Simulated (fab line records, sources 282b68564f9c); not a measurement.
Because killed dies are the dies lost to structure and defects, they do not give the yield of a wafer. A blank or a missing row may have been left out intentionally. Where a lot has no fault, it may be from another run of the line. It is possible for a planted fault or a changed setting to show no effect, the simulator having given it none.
What tool caused it? + flow rit cmos + 14 lots, 42 wafers sampled, at 2 steps of a route of 202

## WHAT THE GAUGES SHOWED, per wafer
RIT_NRETRO_TW_MEAS_10.
| lot  | measured    | on            | NRETRO_TW      |
|------|-------------|---------------|----------------|
| L146 | day 2 08:44 | film metro-01 | 1046 1045 1048 |
| L147 | day 2 12:08 | film metro-01 | 1050 1048 1050 |
| L149 | day 2 22:44 | film metro-01 | 1048 1046 1048 |
| L151 | day 3 10:42 | film metro-03 | 1043 1047 1046 |
| L152 | day 3 15:45 | film metro-03 | 1050 1043 1037 |
| L158 | day 4 22:01 | film metro-04 | 1049 1047 1054 |
| L159 | day 5 02:55 | film metro-01 | 1257 1251 1253 |
| L160 | day 5 08:13 | film metro-04 | 1262 1249 1252 |
| L161 | day 5 12:00 | film metro-04 | 1068 1062 1068 |
| L165 | day 6 06:13 | film metro-03 | 1055 1060 1053 |
| L166 | day 6 16:45 | film metro-04 | 1056 1067 1064 |
| L167 | day 6 17:29 | film metro-03 | 1054 1058 1055 |
| L168 | day 6 21:59 | film metro-01 | 1051 1049 1047 |
| L169 | day 7 04:33 | film metro-04 | 1066 1061 1065 |

## EACH LOT AND THE TOOL THAT RAN IT (in order: tool; ch and the chambers of the sampled wafers; start)
| lot  | RIT_NRETRO_IMPLANT_08          |
|------|--------------------------------|
| L146 | implanter-01 ch 0, day 2 08:25 |
| L147 | implanter-03 ch 0, day 2 11:50 |
| L149 | implanter-02 ch 0, day 2 22:25 |
| L151 | implanter-03 ch 0, day 3 10:25 |
| L152 | implanter-03 ch 0, day 3 15:26 |
| L158 | implanter-01 ch 0, day 4 21:44 |
| L159 | implanter-03 ch 0, day 5 02:35 |
| L160 | implanter-03 ch 0, day 5 07:55 |
| L161 | implanter-01 ch 0, day 5 11:41 |
| L165 | implanter-01 ch 0, day 6 05:53 |
| L166 | implanter-02 ch 0, day 6 16:27 |
| L167 | implanter-01 ch 0, day 6 17:09 |
| L168 | implanter-02 ch 0, day 6 21:39 |
| L169 | implanter-01 ch 0, day 7 04:14 |
- RIT_NRETRO_IMPLANT_08

## WHAT THE TOOLS THEMSELVES READ (means of the sampled wafers that have a number; where no wafer has one, the mark that the record gives instead)
RIT_NRETRO_IMPLANT_08.
| lot  | tool         | beam energy keV | dose ions cm2 | faraday current uA |
|------|--------------|-----------------|---------------|--------------------|
| L146 | implanter-01 | 69.978          | 1.0010e+13    | 31.8               |
| L147 | implanter-03 | 70.008          | 1.0011e+13    | 31.5               |
| L149 | implanter-02 | 70.013          | 1.0001e+13    | 31.8               |
| L151 | implanter-03 | 70.011          | 1.0002e+13    | 31.6               |
| L152 | implanter-03 | 70.000          | 1.0011e+13    | 31.7               |
| L158 | implanter-01 | 70.000          | 9.9983e+12    | 32.3               |
| L159 | implanter-03 | 70.012          | 1.6957e+13    | 54.6               |
| L160 | implanter-03 | 69.987          | 1.6955e+13    | 53.2               |
| L161 | implanter-01 | 70.018          | 1.0008e+13    | 31.6               |
| L165 | implanter-01 | 69.996          | 9.9997e+12    | 31.2               |
| L166 | implanter-02 | 69.995          | 1.0006e+13    | 31.8               |
| L167 | implanter-01 | 69.985          | 1.0006e+13    | 32.4               |
| L168 | implanter-02 | 70.034          | 9.9897e+12    | 31.6               |
| L169 | implanter-01 | 70.019          | 1.0017e+13    | 31.6               |

## THE ANSWER, worked out from the rows above alone
Rule: the lots themselves supply what counts as usual. The widest of any qualifying gaps counts: lots, ordered by their means at a reading, are off when they make up no more than a third of the lots, leave a main group of 4 or more, and stand apart from it by 3 or more times the standard deviation of that group's means. The tables above print the reading to a certain number of digits; a main group whose means all agree to those digits is not used. A lot without any number at a reading at which 4 lots or more have one is off too. Any other lot the step has rows for is counted as sound. The gauges are gone through in route order, then the tools' own readings, and for those a lot's mean is taken as printed above. The first step at which some lot is off is used, and at that step the reading that is off furthest; a lot without a number counts as furthest.
Off: L159, L160, at RIT_NRETRO_TW_MEAS_10 (NRETRO_TW). Mean 1053 and standard deviation 7.4 in the main group.
A tool fits if, at a process step before that reading, it ran every lot that is off, and no sound lot after the first of them. Not tried: the gauges at RIT_NRETRO_TW_MEAS_10; whatever is off there is also off at RIT_NRETRO_IMPLANT_08, on other tools, and gauge error can't account for it. One fits: implanter-03 at RIT_NRETRO_IMPLANT_08. Its last sound lot is L152 (day 3 15:26), its first lot that is off L159 (day 5 02:35): a fault that began between those two fits.
The tool's own readings at RIT_NRETRO_IMPLANT_08 bear it out: on the lots that are off they differ by more than 5 times the standard deviation of the sound lots' means. dose ions cm2 reads 1.6956e+13 there against 1.0005e+13 on the sound lots; faraday current uA reads 53.9 there against 31.7 on the sound lots.

## WHAT WAS PUT IN BY THE SIMULATOR
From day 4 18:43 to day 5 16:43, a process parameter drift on implanter-03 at RIT_NRETRO_IMPLANT_08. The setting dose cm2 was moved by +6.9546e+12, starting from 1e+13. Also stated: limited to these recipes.
Shown lots that were struck: L159, L160. The rule above found the same.
